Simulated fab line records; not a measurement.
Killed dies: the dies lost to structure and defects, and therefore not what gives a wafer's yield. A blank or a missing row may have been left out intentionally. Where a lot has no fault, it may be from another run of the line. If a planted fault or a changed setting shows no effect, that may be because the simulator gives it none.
fab line records ; flow berkeley-cmos170
record lots=5; wafers=23
route steps=331 shown START@3 PWELL@39 ACTIVE@62 NLDD@166 NSD@195 BACKSIDE@199 SDANNEAL@205 CONTACT@217
start-h: hours from the record's first day to the start of the lot's first wafer shown ; wait-h: hours from the lot's prior step to this one ; " as in the row above ; L1.1+2: several wafers, shown together as one row ; - no value, or no start given ; * or withheld: withheld ; < > ~ a bound
route shown NAME@n: a module of which the file shows steps, and the number in the route of the first ; usual: mean/standard deviation of fault-free wafers ; same: alike in all rows ; chamber/n: place in a boat ; sites: per-site readings ; _std_site: the standard deviation of these ; _edge_site: outer sites' mean less inner sites' ; radius-mm: for every site, how far away it sits from the centre of the wafer ; mask NAME#n: copy n ; behind: tool/chamber where the wafer was last shaped ; hold: cause of the lot's hold/its duration in hours/its outcome ; device: whichever transistor did not switch (one of n, p or np) ; end of line: the tests these same wafers got at the end of their route ; for a step that has no rows: nothing shown but its recipe ; killed: count of dies lost to structure and defects at first sort (not the wafer's yield) ; map: the dies of a wafer, with x for killed, . for not killed, _ for no die there
set.NAME: the setting that was run; set.NAME@STEP: the one run at that earlier step ; model.NAME: the simulator's own value behind a step, which no gauge read
one table per step and one row per wafer, for lots whose settings were changed on purpose
## steps
# step UCB170_START_OXIDATION_02
# recipe temp-c=950; ambient=O2; target-thk-a=200; ox-time-s=1800
lot.wafer;tool;chamber;start-h;wait-h;set.temp-c;model.SiO2_of_START_OXIDATION_02.thk-nm
L075.1;-;-;-;0.0;932;16.2
L075.2;-;-;-;0.0;932;16.22
L075.3;-;-;-;0.0;932;16.33
L075.4;-;-;-;0.0;932;16.63
L075.5;-;-;-;0.0;932;16.52
L078.3;furnace-04;0;32.02;1.4;950;19.71
L078.5;furnace-04;0;32.02;1.4;950;19.88
L078.6;furnace-04;0;32.02;1.4;950;19.99
L079.2;-;-;-;2.1;924.5;15.22
L079.3;-;-;-;2.1;924.5;15.28
L079.4;-;-;-;2.1;924.5;15.19
L079.5;-;-;-;2.1;924.5;15.3
L079.6;-;-;-;2.1;924.5;15.43
L082.1;-;-;-;1.7;965;22.8
L082.2;-;-;-;1.7;965;22.57
L082.3;-;-;-;1.7;965;23.19
L082.4;-;-;-;1.7;965;22.81
L082.5;-;-;-;1.7;965;23.13
L084.2;-;-;-;3.3;931.1;15.39
L084.3;-;-;-;3.3;931.1;15.36
L084.4;-;-;-;3.3;931.1;15.1
L084.5;-;-;-;3.3;931.1;15.3
L084.6;-;-;-;3.3;931.1;15.23
# step UCB170_START_THK_MEAS_03
# recipe reads=SiO2_of_START_OXIDATION_02
# usual START_OXIDE_THK=19.8/0.31
lot.wafer;tool;chamber;start-h;wait-h;set.temp-c@START_OXIDATION_02;START_OXIDE_THK[nm]
L075.1;film-metro-02;-;-;-;932;16.2
L075.2;film-metro-02;-;-;-;932;16.2
L075.3;film-metro-02;-;-;-;932;16.3
L075.4;film-metro-02;-;-;-;932;16.6
L075.5;film-metro-02;-;-;-;932;16.6
L078.3;film-metro-02;-;33.54;0.0;950;19.7
L078.5;film-metro-02;-;33.54;0.0;950;19.9
L078.6;film-metro-02;-;33.54;0.0;950;19.9
L079.2;film-metro-02;-;-;-;924.5;15.2
L079.3;film-metro-02;-;-;-;924.5;15.3
L079.4;film-metro-02;-;-;-;924.5;15.2
L079.5;film-metro-02;-;-;-;924.5;15.3
L079.6;film-metro-02;-;-;-;924.5;15.4
L082.1;film-metro-03;-;-;-;965;22.8
L082.2;film-metro-03;-;-;-;965;22.5
L082.3;film-metro-03;-;-;-;965;23.2
L082.4;film-metro-03;-;-;-;965;22.8
L082.5;film-metro-03;-;-;-;965;23.2
L084.2;film-metro-04;-;-;-;931.1;15.4
L084.3;film-metro-04;-;-;-;931.1;15.4
L084.4;film-metro-04;-;-;-;931.1;15.1
L084.5;film-metro-04;-;-;-;931.1;15.3
L084.6;film-metro-04;-;-;-;931.1;15.2
# step UCB170_PWELL_CVD_05
# recipe material=Si3N4; target-thk-nm=220; temp-c=800; precursor=SiH2Cl2/NH3; time-s=3300; pressure-mtorr=200; sih2cl2-flow-sccm=25; nh3-flow-sccm=75
lot.wafer;tool;chamber;start-h;wait-h;set.temp-c;model.Si3N4_of_PWELL_CVD_05.thk-nm
L075.1;-;-;-;0.0;812.4;275.8
L075.2;-;-;-;0.0;812.4;274.9
L075.3;-;-;-;0.0;812.4;275.5
L075.4;-;-;-;0.0;812.4;273.2
L075.5;-;-;-;0.0;812.4;276.3
L078.3;lpcvd-01;1;61.30;0.0;800;220.3
L078.5;lpcvd-01;1;61.30;0.0;800;219
L078.6;lpcvd-01;1;61.30;0.0;800;220.4
L079.2;-;-;-;1.0;800;220.4
L079.3;-;-;-;1.0;800;219.2
L079.4;-;-;-;1.0;800;220.6
L079.5;-;-;-;1.0;800;221
L079.6;-;-;-;1.0;800;220.8
L082.1;-;-;-;0.0;778.4;150
L082.2+5;-;-;-;0.0;778.4;149.3
L082.3;-;-;-;0.0;778.4;148.3
L082.4;-;-;-;0.0;778.4;149.9
L084.2;-;-;-;0.8;784.4;167.3
L084.3;-;-;-;0.8;784.4;165.1
L084.4;-;-;-;0.8;784.4;166.6
L084.5;-;-;-;0.8;784.4;167.7
L084.6;-;-;-;0.8;784.4;167.9
# step UCB170_PWELL_THK_MEAS_06
# recipe reads=Si3N4_of_PWELL_CVD_05
# usual PWELL_NITRIDE_THK=221.1/1.5
lot.wafer;tool;chamber;start-h;wait-h;set.temp-c@PWELL_CVD_05;PWELL_NITRIDE_THK[nm]
L075.1;film-metro-04;-;-;-;812.4;275.8
L075.2;film-metro-04;-;-;-;812.4;274.7
L075.3;film-metro-04;-;-;-;812.4;275.5
L075.4;film-metro-04;-;-;-;812.4;273.2
L075.5;film-metro-04;-;-;-;812.4;276.3
L078.3;film-metro-01;-;63.23;0.0;800;220.4
L078.5;film-metro-01;-;63.23;0.0;800;219.2
L078.6;film-metro-01;-;63.23;0.0;800;220.3
L079.2;film-metro-03;-;-;-;800;220.2
L079.3;film-metro-03;-;-;-;800;219.2
L079.4;film-metro-03;-;-;-;800;220.9
L079.5;film-metro-03;-;-;-;800;221.1
L079.6;film-metro-03;-;-;-;800;220.7
L082.1;film-metro-03;-;-;-;778.4;150.0
L082.2;film-metro-03;-;-;-;778.4;149.3
L082.3;film-metro-03;-;-;-;778.4;148.3
L082.4;film-metro-03;-;-;-;778.4;150.0
L082.5;film-metro-03;-;-;-;778.4;149.3
L084.2;film-metro-01;-;-;-;784.4;167.2
L084.3;film-metro-01;-;-;-;784.4;165.0
L084.4;film-metro-01;-;-;-;784.4;166.6
L084.5;film-metro-01;-;-;-;784.4;167.9
L084.6;film-metro-01;-;-;-;784.4;167.9
# step UCB170_PWELL_HMDS_07
# recipe prime-time-s=60; prime-temp-c=100
# step UCB170_PWELL_COAT_08
# recipe resist=KrF; spin-rpm=1500; resist-thk-nm=900
# step UCB170_PWELL_DEVELOP_12
# recipe developer=TMAH; develop-time-s=45; resist=KrF; dev-temp-c=21
# step UCB170_PWELL_ETCH_14
# recipe chemistry=CH3F/Ar/O2; target=Si3N4; stop-on=SiO2; CH3F_flow_sccm=20; Ar_flow_sccm=50; O2_flow_sccm=7; pressure-mtorr=50; rf-w=450; target-depth-a=2420; over-etch-frac=0.1; time-s=151
# usual oes-product-au=0.939/0.014
lot.wafer;tool;chamber;start-h;wait-h;set.temp-c@PWELL_CVD_05;oes-product-au;model.etch.depth-nm
L075.1;rie-diel-01;3;48.27;0.0;812.4;0.997;242.3
L075.2;rie-diel-01;1;48.27;0.0;812.4;1.009;242.5
L075.3;rie-diel-01;2;48.27;0.0;812.4;0.993;247.1
L075.4;rie-diel-01;0;48.27;0.0;812.4;1.000;241.5
L075.5;rie-diel-01;2;48.27;0.0;812.4;0.994;245.5
L078.3;rie-diel-02;3;64.38;0.0;800;0.931;220.3
L078.5;rie-diel-02;0;64.38;0.0;800;0.950;219
L078.6;rie-diel-02;3;64.38;0.0;800;0.934;220.4
L079.2;rie-diel-01;3;71.32;0.0;800;0.930;220.4
L079.3;rie-diel-01;2;71.32;0.0;800;0.923;219.2
L079.4;rie-diel-01;2;71.32;0.0;800;0.918;220.6
L079.5;rie-diel-01;3;71.32;0.0;800;0.933;221
L079.6;rie-diel-01;1;71.32;0.0;800;0.951;220.8
L082.1;rie-diel-02;3;83.77;0.0;778.4;0.753;150
L082.2;rie-diel-02;0;83.77;0.0;778.4;0.770;149.3
L082.3;rie-diel-02;2;83.77;0.0;778.4;0.761;148.3
L082.4;rie-diel-02;1;83.77;0.0;778.4;0.743;149.9
L082.5;rie-diel-02;2;83.77;0.0;778.4;0.770;149.3
L084.2;rie-diel-02;0;100.88;0.0;784.4;0.821;-
L084.3;rie-diel-02;2;100.88;0.0;784.4;0.817;165.1
L084.4;rie-diel-02;3;100.88;0.0;784.4;0.794;-
L084.5;rie-diel-02;1;100.88;0.0;784.4;0.786;-
L084.6;rie-diel-02;0;100.88;0.0;784.4;0.818;167.9
# step UCB170_ACTIVE_OXIDATION_02
# recipe temp-c=1000; ambient=O2; target-thk-a=264; ox-time-s=1260
lot.wafer;tool;chamber;start-h;wait-h;set.temp-c;model.SiO2_of_ACTIVE_OXIDATION_02.thk-nm
L075.1;-;-;-;2.7;1026;32.33
L075.2;-;-;-;2.7;1026;32.17
L075.3;-;-;-;2.7;1026;32.1
L075.4;-;-;-;2.7;1026;32.71
L075.5;-;-;-;2.7;1026;31.81
L078.3;furnace-04;0;81.60;2.4;1000;26.55
L078.5;furnace-04;0;81.60;2.4;1000;26.86
L078.6;furnace-04;0;81.60;2.4;1000;26.38
L079.2;-;-;-;3.2;1000;26.5
L079.3;-;-;-;3.2;1000;26.38
L079.4;-;-;-;3.2;1000;26.31
L079.5;-;-;-;3.2;1000;26.56
L079.6;-;-;-;3.2;1000;26.42
L082.1;-;-;-;3.0;986.7;23.31
L082.2;-;-;-;3.0;986.7;22.83
L082.3;-;-;-;3.0;986.7;23.21
L082.4;-;-;-;3.0;986.7;23.52
L082.5;-;-;-;3.0;986.7;23.12
L084.2;-;-;-;3.8;1000;26.79
L084.3;-;-;-;3.8;1000;26.28
L084.4;-;-;-;3.8;1000;26.43
L084.5;-;-;-;3.8;1000;26.64
L084.6;-;-;-;3.8;1000;26.11
# step UCB170_ACTIVE_THK_MEAS_03
# recipe reads=SiO2_of_ACTIVE_OXIDATION_02
# usual ACTIVE_OXIDE_THK=26.3/0.47
lot.wafer;tool;chamber;start-h;wait-h;set.temp-c@ACTIVE_OXIDATION_02;ACTIVE_OXIDE_THK[nm]
L075.1;film-metro-03;-;-;-;1026;32.4
L075.2;film-metro-03;-;-;-;1026;32.2
L075.3;film-metro-03;-;-;-;1026;32.1
L075.4;film-metro-03;-;-;-;1026;32.7
L075.5;film-metro-03;-;-;-;1026;31.8
L078.3;film-metro-04;-;82.97;0.0;1000;26.6
L078.5;film-metro-04;-;82.97;0.0;1000;26.9
L078.6;film-metro-04;-;82.97;0.0;1000;26.4
L079.2;film-metro-03;-;-;-;1000;26.5
L079.3;film-metro-03;-;-;-;1000;26.4
L079.4;film-metro-03;-;-;-;1000;26.4
L079.5;film-metro-03;-;-;-;1000;26.6
L079.6;film-metro-03;-;-;-;1000;26.4
L082.1;film-metro-03;-;-;-;986.7;23.3
L082.2;film-metro-03;-;-;-;986.7;22.8
L082.3;film-metro-03;-;-;-;986.7;23.2
L082.4;film-metro-03;-;-;-;986.7;23.5
L082.5;film-metro-03;-;-;-;986.7;23.1
L084.2;film-metro-04;-;-;-;1000;26.8
L084.3;film-metro-04;-;-;-;1000;26.2
L084.4;film-metro-04;-;-;-;1000;26.4
L084.5;film-metro-04;-;-;-;1000;26.6
L084.6;film-metro-04;-;-;-;1000;26.1
# step UCB170_ACTIVE_COAT_08
# recipe resist=KrF; spin-rpm=1500; resist-thk-nm=900
lot.wafer;tool;chamber;start-h;wait-h;set.spin-rpm;model.KrF_of_ACTIVE_COAT_08.thk-nm
L075.1;litho-track-02;0;79.80;0.1;1500;902.6
L075.2;litho-track-02;0;79.80;0.1;1500;903.5
L075.3;litho-track-02;0;79.80;0.1;1500;904.2
L075.4;litho-track-02;0;79.80;0.1;1500;901.6
L075.5;litho-track-02;0;79.80;0.1;1500;906.4
L078.3;litho-track-02;0;86.90;0.1;1500;901.7
L078.5;litho-track-02;0;86.90;0.1;1500;900.5
L078.6;litho-track-02;0;86.90;0.1;1500;902.4
L079.2;litho-track-03;0;98.70;0.1;1500;903.9
L079.3;litho-track-03;0;98.70;0.1;1500;904.9
L079.4;litho-track-03;0;98.70;0.1;1500;903.4
L079.5;litho-track-03;0;98.70;0.1;1500;902.3
L079.6;litho-track-03;0;98.70;0.1;1500;901.6
L082.1;litho-track-01;0;108.53;0.1;1577;879
L082.2;litho-track-01;0;108.53;0.1;1577;880.2
L082.3;litho-track-01;0;108.53;0.1;1500;902.7
L082.4;litho-track-01;0;108.53;0.1;1577;880.4
L082.5;litho-track-01;0;108.53;0.1;1500;903.2
L084.2;litho-track-03;0;127.64;0.1;1396;934.6
L084.3;litho-track-03;0;127.64;0.1;1396;932.6
L084.4;litho-track-03;0;127.64;0.1;1500;900.3
L084.5+6;litho-track-03;0;127.64;0.1;1500;903.5
# step UCB170_ACTIVE_SOFTBAKE_09
# recipe resist=KrF; temp-c=130; time-s=60
# step UCB170_ACTIVE_EXPOSE_10
# recipe mask-id=ACTIVE; target-cd-nm=1200; na=0.5; sigma-outer=0.6; source-shape=conventional; dose-mj=20
# step UCB170_ACTIVE_ETCH_15
# recipe chemistry=CH3F/Ar/O2; target=Si3N4; stop-on=SiO2; CH3F_flow_sccm=20; Ar_flow_sccm=50; O2_flow_sccm=7; pressure-mtorr=50; rf-w=450; target-depth-a=2420; over-etch-frac=0.1; time-s=151
lot.wafer;tool;chamber;start-h;wait-h;set.spin-rpm@ACTIVE_COAT_08;model.KrF_of_ACTIVE_COAT_08.thk-nm
L075.1;rie-diel-04;0;80.98;0.0;1500;725.6
L075.2;rie-diel-04;1;80.98;0.0;1500;729
L075.3+5;rie-diel-04;2,0;80.98;0.0;1500;729.4
L075.4;rie-diel-04;3;80.98;0.0;1500;723.7
L078.3;rie-diel-01;2;87.89;0.0;1500;720.4
L078.5;rie-diel-01;0;87.89;0.0;1500;723.8
L078.6;rie-diel-01;1;87.89;0.0;1500;724.4
L079.2;rie-diel-04;1;99.93;0.0;1500;730.8
L079.3;rie-diel-04;3;99.93;0.0;1500;726.8
L079.4;rie-diel-04;2;99.93;0.0;1500;727.3
L079.5;rie-diel-04;0;99.93;0.0;1500;726
L079.6;rie-diel-04;1;99.93;0.0;1500;727.4
L082.1;rie-diel-03;0;109.81;0.0;1577;698.8
L082.2;rie-diel-03;3;109.81;0.0;1577;702.3
L082.3;rie-diel-03;2;109.81;0.0;1500;724.2
L082.4;rie-diel-03;1;109.81;0.0;1577;702.7
L082.5;rie-diel-03;1;109.81;0.0;1500;725
L084.2;rie-diel-01;2;128.46;0.0;1396;757
L084.3;rie-diel-01;3;128.46;0.0;1396;757.9
L084.4;rie-diel-01;1;128.46;0.0;1500;722.3
L084.5;rie-diel-01;0;128.46;0.0;1500;726.6
L084.6;rie-diel-01;1;128.46;0.0;1500;726.9
# step UCB170_ACTIVE_STRIP_16
# recipe chemistry=O2; power-w=387.9; pressure-mtorr=3500; platen-temp-c=withheld; o2-flow-sccm=400; overash-fraction=0.5
# usual strip-time-to-endpoint-s=18.52/0.072
lot.wafer;tool;chamber;start-h;wait-h;set.spin-rpm@ACTIVE_COAT_08;strip-time-to-endpoint-s
L075.1;plasma-asher-04;0;81.08;0.1;1500;18.52
L075.2;plasma-asher-04;1;81.08;0.1;1500;18.62
L075.3;plasma-asher-04;0;81.08;0.1;1500;18.64
L075.4;plasma-asher-04;1;81.08;0.1;1500;18.49
L075.5;plasma-asher-04;0;81.08;0.1;1500;18.62
L078.3;plasma-asher-03;1;88.02;0.1;1500;18.39
L078.5;plasma-asher-03;1;88.02;0.1;1500;18.50
L078.6;plasma-asher-03;0;88.02;0.1;1500;18.51
L079.2;plasma-asher-03;1;100.03;0.1;1500;18.68
L079.3;plasma-asher-03;0;100.03;0.1;1500;18.57
L079.4;plasma-asher-03;1;100.03;0.1;1500;18.57
L079.5;plasma-asher-03;0;100.03;0.1;1500;18.54
L079.6;plasma-asher-03;1;100.03;0.1;1500;18.56
L082.1;plasma-asher-04;1;109.96;0.1;1577;17.86
L082.2;plasma-asher-04;0;109.96;0.1;1577;17.95
L082.3;plasma-asher-04;0;109.96;0.1;1500;18.50
L082.4;plasma-asher-04;1;109.96;0.1;1577;17.97
L082.5;plasma-asher-04;1;109.96;0.1;1500;18.51
L084.2;plasma-asher-03;0;128.56;0.1;1396;19.29
L084.3;plasma-asher-03;1;128.56;0.1;1396;19.31
L084.4;plasma-asher-03;0;128.56;0.1;1500;18.45
L084.5;plasma-asher-03;1;128.56;0.1;1500;18.55
L084.6;plasma-asher-03;0;128.56;0.1;1500;18.57
# step UCB170_NLDD_IMPLANT_08
# recipe species=As; dose-cm2=5e+13; energy-kev=30; tilt-deg=7; rotation-deg=0
lot.wafer;tool;chamber;start-h;wait-h;set.energy-kev;model.implant.rp-nm;model.implant.drp-nm
L075.1+2+3+4+5;implanter-01;0;129.62;0.0;30;21.79;9.611
L078.3+5+6;implanter-01;0;138.23;0.1;30;22.5;9.611
L079.2+3+4+5+6;implanter-04;0;156.93;0.0;30;20.99;9.611
L082.1+2;implanter-01;0;160.68;0.0;30;21.01;9.611
L082.3+4+5;implanter-01;0;160.68;0.0;31.68;21.91;10
L084.2+3+6;implanter-01;0;178.70;0.0;30;20.98;9.611
L084.4+5;implanter-01;0;178.70;0.0;31.6;21.83;9.985
# step UCB170_NSD_IMPLANT_08
# recipe species=P; dose-cm2=3e+15; energy-kev=40; tilt-deg=7
lot.wafer;tool;chamber;start-h;wait-h;set.dose-cm2
L075.1+3+5;implanter-04;0;136.61;0.0;3.168e+15
L075.2+4;implanter-04;0;136.61;0.0;3e+15
L078.3+5+6;implanter-01;0;146.92;0.1;3e+15
L079.2+3+4+5+6;implanter-04;0;165.06;0.0;3e+15
L082.1+2+5;implanter-01;0;168.69;0.0;3.072e+15
L082.3+4;implanter-01;0;168.69;0.0;3e+15
L084.2+4+5;implanter-03;0;187.17;0.0;2.836e+15
L084.3+6;implanter-03;0;187.17;0.0;3e+15
# step UCB170_NSD_STRIP_09
# recipe chemistry=O2; power-w=400; pressure-mtorr=3500; platen-temp-c=withheld; o2-flow-sccm=400; overash-fraction=0.5
# usual strip-time-to-endpoint-s=35.85/0.088
lot.wafer;tool;chamber;start-h;wait-h;set.dose-cm2@NSD_IMPLANT_08;strip-time-to-endpoint-s
L075.1;plasma-asher-01;0;136.76;0.1;3.168e+15;36.33
L075.2;plasma-asher-01;1;136.76;0.1;3e+15;35.81
L075.3;plasma-asher-01;1;136.76;0.1;3.168e+15;36.36
L075.4;plasma-asher-01;0;136.76;0.1;3e+15;35.76
L075.5;plasma-asher-01;1;136.76;0.1;3.168e+15;36.41
L078.3;plasma-asher-01;0;147.05;0.1;3e+15;35.83
L078.5;plasma-asher-01;1;147.05;0.1;3e+15;35.80
L078.6;plasma-asher-01;0;147.05;0.1;3e+15;35.79
L079.2;plasma-asher-01;1;165.19;0.1;3e+15;35.79
L079.3;plasma-asher-01;1;165.19;0.1;3e+15;35.84
L079.4;plasma-asher-01;0;165.19;0.1;3e+15;35.78
L079.5;plasma-asher-01;1;165.19;0.1;3e+15;35.78
L079.6;plasma-asher-01;0;165.19;0.1;3e+15;35.73
L082.1;plasma-asher-01;0;168.84;0.1;3.072e+15;36.34
L082.2;plasma-asher-01;1;168.84;0.1;3.072e+15;36.36
L082.3;plasma-asher-01;0;168.84;0.1;3e+15;36.06
L082.4;plasma-asher-01;1;168.84;0.1;3e+15;35.97
L082.5;plasma-asher-01;1;168.84;0.1;3.072e+15;36.37
L084.2;plasma-asher-01;1;187.30;0.1;2.836e+15;35.44
L084.3;plasma-asher-01;0;187.30;0.1;3e+15;35.96
L084.4;plasma-asher-01;1;187.30;0.1;2.836e+15;35.43
L084.5;plasma-asher-01;1;187.30;0.1;2.836e+15;35.33
L084.6;plasma-asher-01;0;187.30;0.1;3e+15;35.86
# step UCB170_BACKSIDE_HMDS_00
# recipe prime-time-s=60; prime-temp-c=100
lot.wafer;tool;chamber;start-h;wait-h;set.prime-time-s
L075.1+4+5;litho-track-04;0;137.30;0.1;60
L075.2+3;litho-track-04;0;137.30;0.1;56.47
L078.3+5+6;litho-track-04;0;147.42;0.1;60
L079.2+4;litho-track-01;0;165.55;0.0;67.74
L079.3+5+6;litho-track-01;0;165.55;0.0;60
L082.1+2+3;litho-track-01;0;169.38;0.2;60
L082.4+5;litho-track-01;0;169.38;0.2;52.01
L084.2+5;litho-track-02;0;188.09;0.5;68.83
L084.3+4+6;litho-track-02;0;188.09;0.5;60
# step UCB170_BACKSIDE_COAT_01
# recipe resist=KrF; spin-rpm=1530; resist-thk-nm=900
# step UCB170_BACKSIDE_SOFTBAKE_02
# recipe resist=KrF; temp-c=130; time-s=60
# step UCB170_SDANNEAL_RTA_01
# recipe temp-c=1050; time-s=5; ambient=N2
# step UCB170_SDANNEAL_RS_MEAS_03
# recipe thk-meas-gauge=four-point-probe
# usual NSD_RS=37.28/0.11
lot.wafer;tool;chamber;start-h;wait-h;set.dose-cm2@NSD_IMPLANT_08;NSD_RS[ohm/sq]
L075.1;film-metro-03;-;138.27;0.1;3.168e+15;36.61
L075.2;film-metro-03;-;138.27;0.1;3e+15;37.50
L075.3;film-metro-03;-;138.27;0.1;3.168e+15;36.53
L075.4;film-metro-03;-;138.27;0.1;3e+15;37.50
L075.5;film-metro-03;-;138.27;0.1;3.168e+15;36.57
L078.3;film-metro-02;-;148.54;0.1;3e+15;37.18
L078.5;film-metro-02;-;148.54;0.1;3e+15;37.28
L078.6;film-metro-02;-;148.54;0.1;3e+15;37.28
L079.2;film-metro-02;-;166.51;0.1;3e+15;37.18
L079.3;film-metro-02;-;166.51;0.1;3e+15;37.22
L079.4;film-metro-02;-;166.51;0.1;3e+15;37.25
L079.5;film-metro-02;-;166.51;0.1;3e+15;37.22
L079.6;film-metro-02;-;166.51;0.1;3e+15;37.28
L082.1;film-metro-04;-;170.35;0.1;3.072e+15;36.78
L082.2;film-metro-04;-;170.35;0.1;3.072e+15;36.85
L082.3;film-metro-04;-;170.35;0.1;3e+15;36.99
L082.4;film-metro-04;-;170.35;0.1;3e+15;37.23
L082.5;film-metro-04;-;170.35;0.1;3.072e+15;36.77
L084.2;film-metro-03;-;189.07;0.1;2.836e+15;38.21
L084.3;film-metro-03;-;189.07;0.1;3e+15;37.17
L084.4;film-metro-03;-;189.07;0.1;2.836e+15;38.32
L084.5;film-metro-03;-;189.07;0.1;2.836e+15;38.28
L084.6;film-metro-03;-;189.07;0.1;3e+15;37.19
# step UCB170_SDANNEAL_RS_MEAS_05
# recipe thk-meas-gauge=four-point-probe
# usual NLDD_RS=616.5/1.5
lot.wafer;tool;chamber;start-h;wait-h;set.energy-kev@NLDD_IMPLANT_08;NLDD_RS[ohm/sq]
L075.1;film-metro-03;-;138.51;0.1;30;617.1
L075.2;film-metro-03;-;138.51;0.1;30;617.3
L075.3;film-metro-03;-;138.51;0.1;30;616.2
L075.4;film-metro-03;-;138.51;0.1;30;616.4
L075.5;film-metro-03;-;138.51;0.1;30;615.8
L078.3;film-metro-02;-;148.78;0.1;30;614.2
L078.5;film-metro-02;-;148.78;0.1;30;613.9
L078.6;film-metro-02;-;148.78;0.1;30;615.1
L079.2;film-metro-02;-;166.75;0.1;30;615.2
L079.3;film-metro-02;-;166.75;0.1;30;614.7
L079.4;film-metro-02;-;166.75;0.1;30;617.1
L079.5;film-metro-02;-;166.75;0.1;30;616.9
L079.6;film-metro-02;-;166.75;0.1;30;617.5
L082.1;film-metro-04;-;170.59;0.1;30;618.8
L082.2;film-metro-04;-;170.59;0.1;30;618.8
L082.3;film-metro-04;-;170.59;0.1;31.68;613.3
L082.4;film-metro-04;-;170.59;0.1;31.68;614.3
L082.5;film-metro-04;-;170.59;0.1;31.68;612.6
L084.2;film-metro-03;-;189.31;0.1;30;618.6
L084.3;film-metro-03;-;189.31;0.1;30;619.3
L084.4;film-metro-03;-;189.31;0.1;31.6;615.2
L084.5;film-metro-03;-;189.31;0.1;31.6;613.3
L084.6;film-metro-03;-;189.31;0.1;30;618.0
# step UCB170_CONTACT_CVD_01
# recipe material=PSG; target-thk-nm=700; temp-c=450; precursor=SiH4/O2/PH3; time-s=2820; pressure-mtorr=300; sih4-flow-sccm=60; o2-flow-sccm=90; ph3-flow-sccm=25
lot.wafer;tool;chamber;start-h;wait-h;set.o2-flow-sccm;model.PSG_of_CONTACT_CVD_01.thk-nm
L075.1;-;-;-;1.2;93.94;708.1
L075.2;-;-;-;1.2;93.94;708.6
L075.3;-;-;-;1.2;93.94;709
L075.4;-;-;-;1.2;93.94;706.8
L075.5;-;-;-;1.2;93.94;705.2
L078.3;lpcvd-01;1;150.23;0.0;90;693.1
L078.5;lpcvd-01;1;150.23;0.0;90;693.8
L078.6;lpcvd-01;1;150.23;0.0;90;688.9
L079.2;-;-;-;0.7;79.76;663.1
L079.3;-;-;-;0.7;79.76;662.1
L079.4;-;-;-;0.7;79.76;666.2
L079.5;-;-;-;0.7;79.76;661.4
L079.6;-;-;-;0.7;79.76;663.4
L082.1;-;-;-;0.9;83.7;675.6
L082.2;-;-;-;0.9;83.7;680
L082.3;-;-;-;0.9;83.7;673.6
L082.4;-;-;-;0.9;83.7;673.9
L082.5;-;-;-;0.9;83.7;677.6
L084.2;-;-;-;1.5;98.53;736.5
L084.3;-;-;-;1.5;98.53;739.6
L084.4;-;-;-;1.5;98.53;731.5
L084.5;-;-;-;1.5;98.53;730.1
L084.6;-;-;-;1.5;98.53;736.1
# step UCB170_CONTACT_THK_MEAS_02
# recipe reads=PSG_of_CONTACT_CVD_01
# usual CONTACT_PSG_THK=701/6.1
lot.wafer;tool;chamber;start-h;wait-h;set.o2-flow-sccm@CONTACT_CVD_01;CONTACT_PSG_THK[nm]
L075.1;film-metro-02;-;-;-;93.94;708
L075.2;film-metro-02;-;-;-;93.94;708
L075.3;film-metro-02;-;-;-;93.94;709
L075.4;film-metro-02;-;-;-;93.94;707
L075.5;film-metro-02;-;-;-;93.94;705
L078.3;film-metro-04;-;152.08;0.1;90;693
L078.5;film-metro-04;-;152.08;0.1;90;694
L078.6;film-metro-04;-;152.08;0.1;90;689
L079.2;film-metro-01;-;-;-;79.76;664
L079.3;film-metro-01;-;-;-;79.76;662
L079.4;film-metro-01;-;-;-;79.76;666
L079.5;film-metro-01;-;-;-;79.76;661
L079.6;film-metro-01;-;-;-;79.76;663
L082.1;film-metro-02;-;-;-;83.7;676
L082.2;film-metro-02;-;-;-;83.7;680
L082.3;film-metro-02;-;-;-;83.7;674
L082.4;film-metro-02;-;-;-;83.7;674
L082.5;film-metro-02;-;-;-;83.7;677
L084.2;film-metro-01;-;-;-;98.53;737
L084.3;film-metro-01;-;-;-;98.53;739
L084.4;film-metro-01;-;-;-;98.53;732
L084.5;film-metro-01;-;-;-;98.53;730
L084.6;film-metro-01;-;-;-;98.53;736
## key
split step=UCB170_START_OXIDATION_02; setting=temp-c; stated=950; by=lot
response step=UCB170_START_OXIDATION_02; reading=model.SiO2_of_START_OXIDATION_02.thk-nm; change=+1.89; per=1%; r=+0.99
response step=UCB170_START_THK_MEAS_03; reading=START_OXIDE_THK; change=+1.89; per=1%; r=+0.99
split step=UCB170_PWELL_CVD_05; setting=temp-c; stated=800; by=lot
response step=UCB170_PWELL_CVD_05; reading=model.Si3N4_of_PWELL_CVD_05.thk-nm; change=+29.3; per=1%; r=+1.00
response step=UCB170_PWELL_THK_MEAS_06; reading=PWELL_NITRIDE_THK; change=+29.3; per=1%; r=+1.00
response step=UCB170_PWELL_ETCH_14; reading=oes-product-au; change=+0.0577; per=1%; r=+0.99
response step=UCB170_PWELL_ETCH_14; reading=model.etch.depth-nm; change=+23; per=1%; r=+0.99
split step=UCB170_ACTIVE_OXIDATION_02; setting=temp-c; stated=1000; by=lot
response step=UCB170_ACTIVE_OXIDATION_02; reading=model.SiO2_of_ACTIVE_OXIDATION_02.thk-nm; change=+2.28; per=1%; r=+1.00
response step=UCB170_ACTIVE_THK_MEAS_03; reading=ACTIVE_OXIDE_THK; change=+2.28; per=1%; r=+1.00
split step=UCB170_ACTIVE_COAT_08; setting=spin-rpm; stated=1500; by=wafer
response step=UCB170_ACTIVE_COAT_08; reading=model.KrF_of_ACTIVE_COAT_08.thk-nm; change=-4.5; per=1%; r=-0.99
response step=UCB170_ACTIVE_ETCH_15; reading=model.KrF_of_ACTIVE_COAT_08.thk-nm; change=-4.61; per=1%; r=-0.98
response step=UCB170_ACTIVE_STRIP_16; reading=strip-time-to-endpoint-s; change=*; per=1%; r=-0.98
split step=UCB170_NLDD_IMPLANT_08; setting=energy-kev; stated=30; by=wafer
response step=UCB170_NLDD_IMPLANT_08; reading=model.implant.rp-nm; change=+0.16; per=1%; r=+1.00
response step=UCB170_NLDD_IMPLANT_08; reading=model.implant.drp-nm; change=+0.0702; per=1%; r=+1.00
response step=UCB170_SDANNEAL_RS_MEAS_05; reading=NLDD_RS; change=-0.901; per=1%; r=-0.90
split step=UCB170_NSD_IMPLANT_08; setting=dose-cm2; stated=3e+15; by=wafer
response step=UCB170_NSD_STRIP_09; reading=strip-time-to-endpoint-s; change=*; per=1%; r=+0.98
response step=UCB170_SDANNEAL_RS_MEAS_03; reading=NSD_RS; change=-0.178; per=1%; r=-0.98
split step=UCB170_BACKSIDE_HMDS_00; setting=prime-time-s; stated=60; by=wafer
response none clear
split step=UCB170_CONTACT_CVD_01; setting=o2-flow-sccm; stated=90; by=lot
response step=UCB170_CONTACT_CVD_01; reading=model.PSG_of_CONTACT_CVD_01.thk-nm; change=+3.27; per=1%; r=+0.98
response step=UCB170_CONTACT_THK_MEAS_02; reading=CONTACT_PSG_THK; change=+3.27; per=1%; r=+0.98
